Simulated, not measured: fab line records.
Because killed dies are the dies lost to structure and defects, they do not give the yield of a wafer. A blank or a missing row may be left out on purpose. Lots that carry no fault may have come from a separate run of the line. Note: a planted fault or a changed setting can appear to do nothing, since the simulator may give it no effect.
fab line records | flow ritCmos
record lots=6 | wafers=18 | lastDay=7
route steps=202 shown GATE@84 M1@202
lots with no fault: from the same line, run without faults
startH: hours from the record's opening day to when the first of the lot's shown wafers began | waitH: hours elapsed since this lot's preceding step | " the same as in the row above | L1.1+2: a row that stands for several wafers | - no value, or no start was given | * or withheld: withheld | < > ~ a bound
route shown NAME@n: a module of which the file shows steps, and the number in the route of the first | usual: mean/standard deviation taken from wafers without a fault | same: alike in all rows | chamber/n: place in a boat | sites: per-site readings | _std_site: their standard deviation | _edge_site: outer sites' mean less inner sites' | radiusMm: for every site, how far away it sits from the centre of the wafer | mask NAME#n: copy n | behind: the last tool/chamber to shape the wafer | hold: what put the lot on hold/how long, in hours/how the hold closed | device: the n, p or np transistor that did not switch | end of line: tests run on the same wafers once the route is complete | where a step has no rows: the recipe by itself | killed: not the wafer's yield, but the dies lost to structure and defects at the first sort | map: the dies of a wafer, with x for killed, . for not killed, _ for no die there
set.NAME: the setting the step ran with; set.NAME@STEP: the setting that earlier step ran with | model.NAME: the simulator's own value behind a step, which no gauge read
a table for each step, a row for each wafer; lots at some steps of the route
services: from which hour (startH, from the record's first day; less than 0 if before it) a tool's chamber was out of use, for how many hours, and why
## steps
# step RIT_GATE_CVD_08
# recipe material=poly-Si | targetThkNm=250 | tempC=610 | precursor=SiH4 | timeS=2220 | pressureMtorr=300 | sih4FlowSccm=100
# step RIT_GATE_THK_MEAS_09
# recipe reads=poly-Si_of_GATE_CVD_08
# usual GATE_POLY_THK=249.3/2.4
lot.wafer | tool         | chamber | startH | waitH | GATE_POLY_THK[nm]
L979.1    | filmMetro-04 | -       | 60.30  | 0.0   | 246.2
L979.3    | "            | -       | "      | "     | 245.4
L979.6    | "            | -       | "      | "     | 246.0
L980.3    | filmMetro-01 | -       | 65.08  | 0.0   | 251.0
L980.4    | "            | -       | "      | "     | 251.0
L980.5    | "            | -       | "      | "     | 252.5
L986.1    | filmMetro-04 | -       | 95.82  | 0.0   | 251.0
L986.3    | "            | -       | "      | "     | 250.8
L986.5    | "            | -       | "      | "     | 250.6
L987.1    | filmMetro-01 | -       | 100.97 | 0.0   | 252.9
L987.4    | "            | -       | "      | "     | 253.9
L987.5    | "            | -       | "      | "     | 253.0
L990.1    | filmMetro-04 | -       | 115.57 | 0.0   | 246.8
L990.2    | "            | -       | "      | "     | 244.6
L990.5    | "            | -       | "      | "     | 245.9
L995.1    | filmMetro-01 | -       | 140.48 | 0.0   | 249.3
L995.4    | "            | -       | "      | "     | 247.4
L995.5    | "            | -       | "      | "     | 248.6
# step RIT_GATE_HMDS_10
# recipe primeTimeS=60 | primeTempC=140
# step RIT_GATE_COAT_11
# recipe resist=NOVOLAK | spinRpm=4250 | resistThkNm=850
# step RIT_GATE_SOFTBAKE_12
# recipe resist=NOVOLAK | tempC=90 | timeS=60
# step RIT_GATE_EXPOSE_13
# recipe maskId=M6 | na=0.6 | sourceShape=conventional | sigmaOuter=0.6 | targetCdNm=150 | doseMj=380
# step RIT_GATE_PEB_14
# recipe resist=NOVOLAK | tempC=withheld | timeS=withheld
# step RIT_GATE_DEVELOP_15
# recipe resist=NOVOLAK | developTimeS=50 | devTempC=23
# step RIT_GATE_CD_MEAS_16
# recipe targetCdNm=150
# usual cdNm=149.9/2.2
lot.wafer | tool     | chamber | startH | waitH | cdNm
L979.1    | cdSem-01 | -       | 61.21  | -     | 148.4
L979.3    | "        | -       | "      | "     | 149.0
L979.6    | "        | -       | "      | "     | 148.4
L980.3    | cdSem-01 | -       | 66.02  | -     | 151.1
L980.4    | "        | -       | "      | "     | 148.7
L980.5    | "        | -       | "      | "     | 149.7
L986.1    | cdSem-01 | -       | 96.73  | -     | 147.6
L986.3    | "        | -       | "      | "     | 147.0
L986.5    | "        | -       | "      | "     | 148.2
L987.1    | cdSem-02 | -       | 102.08 | -     | 150.8
L987.4    | "        | -       | "      | "     | 149.9
L987.5    | "        | -       | "      | "     | 151.2
L990.1    | cdSem-01 | -       | 116.68 | -     | 150.4
L990.2    | "        | -       | "      | "     | 152.8
L990.5    | "        | -       | "      | "     | 154.2
L995.1    | cdSem-01 | -       | 141.57 | -     | 149.8
L995.4    | "        | -       | "      | "     | 148.5
L995.5    | "        | -       | "      | "     | 149.0
# step RIT_GATE_OVL_MEAS_17
# usual GATE_OVL=0.6/1.4
lot.wafer | tool       | chamber | startH | waitH | GATE_OVL[nm]
L979.1    | overlay-01 | -       | 61.33  | 0.1   | -0.8
L979.3    | "          | -       | "      | "     | -0.5
L979.6    | "          | -       | "      | "     | -0.1
L980.3    | overlay-02 | -       | 66.11  | 0.1   | -0.5
L980.4    | "          | -       | "      | "     | 0.8
L980.5    | "          | -       | "      | "     | -1.1
L986.1    | overlay-02 | -       | 96.85  | 0.1   | 2.1
L986.3    | "          | -       | "      | "     | 1.4
L986.5    | "          | -       | "      | "     | 3.3
L987.1    | overlay-02 | -       | 102.20 | 0.1   | -1.5
L987.4    | "          | -       | "      | "     | -0.4
L987.5    | "          | -       | "      | "     | -0.7
L990.1    | overlay-01 | -       | 116.80 | 0.1   | -0.1
L990.2    | "          | -       | "      | "     | -2.1
L990.5    | "          | -       | "      | "     | 1.0
L995.1    | overlay-01 | -       | 141.69 | 0.1   | -1.3
L995.4    | "          | -       | "      | "     | -0.2
L995.5    | "          | -       | "      | "     | 0.6
# step RIT_GATE_HARDBAKE_18
# recipe resist=NOVOLAK | tempC=140 | timeS=60
# step RIT_GATE_ETCH_19
# recipe chemistry=SF6/CHF3/O2 | timeS=165 | SF6_flow_sccm=30 | CHF3_flow_sccm=30 | O2_flow_sccm=5 | target=poly-Si | pressureMtorr=40 | rfW=160 | targetDepthA=3125 | overEtchFrac=0.25 | stopOn=SiO2
# usual O2_flow_sccm=5.001/0.014 | SF6_flow_sccm=30.01/0.091 | drypumpMotorCurrentA=5.5/0.54 | oesProductAu=0.849/0.014 | throttleValvePct=10.26/0.15
lot.wafer | tool     | chamber | startH | waitH | O2_flow_sccm | SF6_flow_sccm | drypumpMotorCurrentA | oesProductAu | rfHoursCounterH | throttleValvePct
L979.1    | rieSi-02 | 3       | 61.52  | 0.1   | 5.000        | 30.05         | 5.4                  | 0.841        | 100             | 10.36
L979.3    | "        | 1       | "      | "     | 5.008        | 30.05         | 4.9                  | 0.845        | 1               | 10.33
L979.6    | "        | 2       | "      | "     | 5.002        | 30.05         | 5.0                  | 0.839        | -               | 10.08
L980.3    | rieSi-01 | 2       | 66.29  | 0.1   | 4.985        | 30.02         | 5.7                  | 0.857        | 140             | 10.28
L980.4    | "        | 1       | "      | "     | 4.983        | 30.16         | 5.8                  | 0.833        | 157             | 10.42
L980.5    | "        | 1       | "      | "     | 4.977        | 30.02         | 5.8                  | 0.836        | -               | 10.41
L986.1    | rieSi-01 | 0       | 97.04  | 0.1   | 4.987        | 29.85         | 6.5                  | 0.868        | 83              | 10.38
L986.3    | "        | 3       | "      | "     | 5.007        | 29.86         | 5.6                  | 0.863        | 42              | 10.45
L986.5    | "        | 0       | "      | "     | 4.991        | 29.80         | 6.5                  | 0.860        | -               | 10.38
L987.1    | rieSi-02 | 1       | 102.39 | 0.1   | 5.028        | 29.93         | 4.9                  | 0.864        | 2               | 10.29
L987.4    | "        | 0       | "      | "     | 5.008        | 30.05         | 6.1                  | 0.847        | 66              | 10.07
L987.5    | "        | 1       | "      | "     | 4.991        | 30.04         | 4.9                  | 0.865        | -               | 10.32
L990.1    | rieSi-02 | 3       | 116.98 | 0.1   | 5.002        | 30.10         | 5.3                  | 0.828        | 101             | 10.38
L990.2    | "        | 1       | "      | "     | 5.007        | 30.08         | 4.9                  | 0.844        | 2               | 10.31
L990.5    | "        | 2       | "      | "     | 4.999        | 30.03         | 5.0                  | 0.855        | -               | 10.06
L995.1    | rieSi-02 | 0       | 141.87 | 0.1   | 5.014        | 29.97         | 6.1                  | 0.823        | 67              | 10.08
L995.4    | "        | 1       | "      | "     | 5.026        | 30.02         | 4.9                  | 0.853        | 3               | 10.29
L995.5    | "        | 0       | "      | "     | 5.018        | 29.94         | 6.1                  | 0.828        | -               | 10.07
# step RIT_GATE_STRIP_20
# recipe chemistry=O2 | timeS=180 | resist=NOVOLAK | platenTempC=withheld | powerW=500 | pressureMtorr=4000 | o2FlowSccm=4000
# usual drypumpMotorCurrentA=5.6/0.5 | o2FlowSccm=3998/14
lot.wafer | tool           | chamber | startH | waitH | drypumpMotorCurrentA | o2FlowSccm | rfHoursCounterH
L979.1    | plasmaAsher-01 | 0       | 61.62  | 0.1   | 5.2                  | 4012       | 41
L979.3    | "              | 0       | "      | "     | 5.2                  | 4028       | -
L979.6    | "              | 1       | "      | "     | 5.3                  | 4000       | -
L980.3    | plasmaAsher-03 | 0       | 66.45  | 0.1   | 5.6                  | 3988       | -
L980.4    | "              | 1       | "      | "     | 5.7                  | 3978       | -
L980.5    | "              | 1       | "      | "     | 5.6                  | 4004       | -
L986.1    | plasmaAsher-03 | 1       | 97.15  | 0.1   | 5.6                  | 4802       | 45
L986.3    | "              | 1       | "      | "     | 5.7                  | 4791       | -
L986.5    | "              | 0       | "      | "     | 5.6                  | 3984       | -
L987.1    | plasmaAsher-03 | 0       | 102.50 | 0.1   | 5.7                  | 3988       | 45
L987.4    | "              | 1       | "      | "     | 5.7                  | 4787       | -
L987.5    | "              | 0       | "      | "     | 5.7                  | 4011       | -
L990.1    | plasmaAsher-02 | 1       | 117.09 | 0.1   | 6.6                  | 4010       | 48
L990.2    | "              | 0       | "      | "     | 5.2                  | 4005       | 48
L990.5    | "              | 0       | "      | "     | 5.2                  | 4020       | -
L995.1    | plasmaAsher-01 | 0       | 141.98 | 0.1   | 5.2                  | 4002       | 50
L995.4    | "              | 0       | "      | "     | 5.2                  | 3993       | -
L995.5    | "              | 0       | "      | "     | 5.3                  | 4000       | -
# step RIT_GATE_CD_MEAS_90
# recipe targetCdNm=150
# usual cdNm=149.9/2.3
lot.wafer | tool     | chamber | startH | waitH | cdNm
L979.1    | cdSem-02 | -       | 61.80  | 0.1   | 148.0
L979.3    | "        | -       | "      | "     | 148.4
L979.6    | "        | -       | "      | "     | 148.0
L980.3    | cdSem-02 | -       | 66.61  | 0.1   | 151.1
L980.4    | "        | -       | "      | "     | 148.8
L980.5    | "        | -       | "      | "     | 149.8
L986.1    | cdSem-01 | -       | 97.32  | 0.1   | 147.2
L986.3    | "        | -       | "      | "     | 147.2
L986.5    | "        | -       | "      | "     | 148.1
L987.1    | cdSem-01 | -       | 102.67 | 0.1   | 150.7
L987.4    | "        | -       | "      | "     | 149.3
L987.5    | "        | -       | "      | "     | 151.4
L990.1    | cdSem-02 | -       | 117.27 | 0.1   | 150.8
L990.2    | "        | -       | "      | "     | 153.2
L990.5    | "        | -       | "      | "     | 153.8
L995.1    | cdSem-01 | -       | 142.16 | 0.1   | 149.3
L995.4    | "        | -       | "      | "     | 148.3
L995.5    | "        | -       | "      | "     | 148.8
# step RIT_M1_PROBE_99
# usual killed_at_M0_to_M3=0.0/0.14 | killedAtContacts=0.1/0.36 | killedAtFrontEnd=7/3.4 | killedDies=7/3.4 | killedOpen=3.3/2 | killedShort=3.8/2.4
# same grossDies=264 | killed_at_M4_up=0 | killedAtBackSide=0 | killedAtOther=0
lot.wafer | tool      | chamber | startH | waitH | killed_at_M0_to_M3 | killedAtContacts | killedAtFrontEnd | killedDies | killedOpen | killedShort
L979.1    | prober-01 | -       | 81.21  | 0.1   | 0                  | 0                | 8                | 8          | 5          | 3
L979.3    | prober-01 | -       | 81.31  | 0.2   | 0                  | 0                | 5                | 5          | 3          | 2
L979.6    | prober-01 | -       | 81.46  | 0.2   | 0                  | 0                | 5                | 5          | 1          | 2
L980.3    | prober-02 | -       | 86.14  | 0.2   | 0                  | 0                | 3                | 3          | 2          | 1
L980.4    | prober-02 | -       | 86.19  | 0.2   | 0                  | 0                | 6                | 6          | 1          | 5
L980.5    | prober-02 | -       | 86.24  | 0.2   | 0                  | 0                | 5                | 5          | 3          | 2
L986.1    | prober-02 | -       | 116.62 | 0.1   | 0                  | 0                | 12               | 12         | 6          | 6
L986.3    | prober-02 | -       | 116.72 | 0.2   | 0                  | 0                | 8                | 8          | 1          | 7
L986.5    | prober-02 | -       | 116.82 | 0.2   | 0                  | 0                | 8                | 8          | 1          | 7
L987.1    | prober-01 | -       | 121.86 | 0.1   | 0                  | 0                | 2                | 2          | 2          | 0
L987.4    | prober-01 | -       | 122.01 | 0.2   | 0                  | 1                | 8                | 9          | 3          | 6
L987.5    | prober-01 | -       | 122.06 | 0.2   | 0                  | 0                | 13               | 13         | 5          | 8
L990.1    | prober-02 | -       | 137.14 | 0.1   | 0                  | 0                | 5                | 5          | 2          | 3
L990.2    | prober-02 | -       | 137.19 | 0.1   | 1                  | 0                | 7                | 8          | 4          | 3
L990.5    | prober-02 | -       | 137.34 | 0.2   | 0                  | 0                | 7                | 7          | 7          | 0
L995.1    | prober-01 | -       | 161.56 | 0.1   | 0                  | 0                | 3                | 3          | 0          | 3
L995.4    | prober-01 | -       | 161.71 | 0.2   | 0                  | 0                | 3                | 3          | 2          | 1
L995.5    | prober-01 | -       | 161.76 | 0.2   | 0                  | 0                | 1                | 1          | 1          | 0
# killed by level:class
L979.1 FOX1:geometricParticle:open=2 FOX1:geometricParticle:short=1 FOX2:geometricParticle:open=1 GATE:geometricParticle:open=1 REOX:geometricParticle:short=1 SPACER:geometricParticle:open=1 SILICIDE:geometricParticle:short=1
L979.3 GATE:geometricParticle:open=3 GATE:geometricParticle:short=2
L979.6 NSD:coatMicrobubblePrinted=2 REOX:geometricParticle:short=1 SPACER:geometricParticle:open=1 SPACER:geometricParticle:short=1
L980.3 GATE:geometricParticle:open=1 REOX:geometricParticle:short=1 SPACER:geometricParticle:open=1
L980.4 GATE:geometricParticle:short=3 FOX1:geometricParticle:short=1 REOX:geometricParticle:open=1 SPACER:geometricParticle:short=1
L980.5 GATE:geometricParticle:open=2 FOX1:geometricParticle:short=1 GATE:geometricParticle:short=1 SPACER:geometricParticle:open=1
L986.1 GATE:geometricParticle:open=3 FOX2:geometricParticle:short=2 GATE:geometricParticle:short=2 REOX:geometricParticle:short=2 FOX1:geometricParticle:open=1 REOX:geometricParticle:open=1 SPACER:geometricParticle:open=1
L986.3 FOX2:geometricParticle:short=2 FOX1:geometricParticle:short=1 GATE:geometricParticle:short=1 GATE:geometricParticle:open=1 REOX:geometricParticle:short=1 SPACER:geometricParticle:short=1 SILICIDE:geometricParticle:short=1
L986.5 GATE:geometricParticle:short=4 FOX1:geometricParticle:short=1 GATE:geometricParticle:open=1 REOX:geometricParticle:short=1 SILICIDE:geometricParticle:short=1
L987.1 GATE:geometricParticle:open=1 SPACER:geometricParticle:open=1
L987.4 SILICIDE:geometricParticle:short=3 GATE:geometricParticle:open=2 FOX1:geometricParticle:open=1 GATE:geometricParticle:short=1 REOX:geometricParticle:short=1 CONTACT:geometricParticle:short=1
L987.5 GATE:geometricParticle:short=2 SPACER:geometricParticle:open=2 SILICIDE:geometricParticle:short=2 FOX1:geometricParticle:short=1 FOX2:geometricParticle:open=1 FOX2:geometricParticle:short=1 GATE:geometricParticle:open=1 REOX:geometricParticle:short=1
L990.1 GATE:geometricParticle:open=2 GATE:geometricParticle:short=1 SPACER:geometricParticle:short=1 SILICIDE:geometricParticle:short=1
L990.2 SPACER:geometricParticle:open=2 SPACER:geometricParticle:short=2 FOX1:geometricParticle:short=1 GATE:geometricParticle:open=1 REOX:geometricParticle:open=1 M1:coatMicrobubblePrinted=1
L990.5 GATE:geometricParticle:open=4 SILICIDE:geometricParticle:open=2 REOX:geometricParticle:open=1
L995.1 FOX2:geometricParticle:short=1 GATE:geometricParticle:short=1 SPACER:geometricParticle:short=1
L995.4 GATE:geometricParticle:open=2 SPACER:geometricParticle:short=1
L995.5 FOX1:geometricParticle:open=1
## services
tool           | chamber | startH | hours | kind
rieSi-02       | 3       | 40.15  | 11.3  | repair
plasmaAsher-01 | -       | 53.02  | 4.2   | repair
rieSi-01       | 1       | 78.40  | -     | clean
rieSi-01       | 1       | 78.40  | 29.2  | scheduledDown
rieSi-01       | 1       | 78.40  | 29.2  | ventCycle
rieSi-02       | -       | 86.24  | 0.4   | repair
plasmaAsher-03 | -       | 108.75 | 9.0   | pm
plasmaAsher-03 | 0       | 108.75 | 9.0   | ventCycle
plasmaAsher-03 | 1       | 108.75 | 9.0   | ventCycle
rieSi-01       | -       | 116.28 | 28.1  | pm
plasmaAsher-03 | 0       | 117.75 | -     | clean
plasmaAsher-03 | 1       | 117.75 | -     | clean
plasmaAsher-03 | -       | 137.99 | 23.6  | repair
## key
firstSign step=RIT_GATE_STRIP_20 | reading=o2FlowSccm | direction=up | sigmas=58 | usual=3998 | struck=4793
effect none on later readings
metAt RIT_GATE_STRIP_20
struckWafers L986.1,L986.3,L987.4
testerLeftOut L986,L987
onsetBetween 66.45 97.15
fault kind=processParameterDrift | tool=plasmaAsher-03 | chamber=1 | onsetH=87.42 | steps=RIT_GATE_STRIP_20 | channel=o2FlowSccm | offset=800 | shape=step | endH=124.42 | actsIn=theseRecipesOnly | stated=4000
# testerLeftOut: of these lots the tester's yield and bins aren't shown, on N5 and GAA mostly nor the transistor test; their killed dies are dies lost to structure and defects alone, not to doping, threshold or leakage, so they don't give the yield
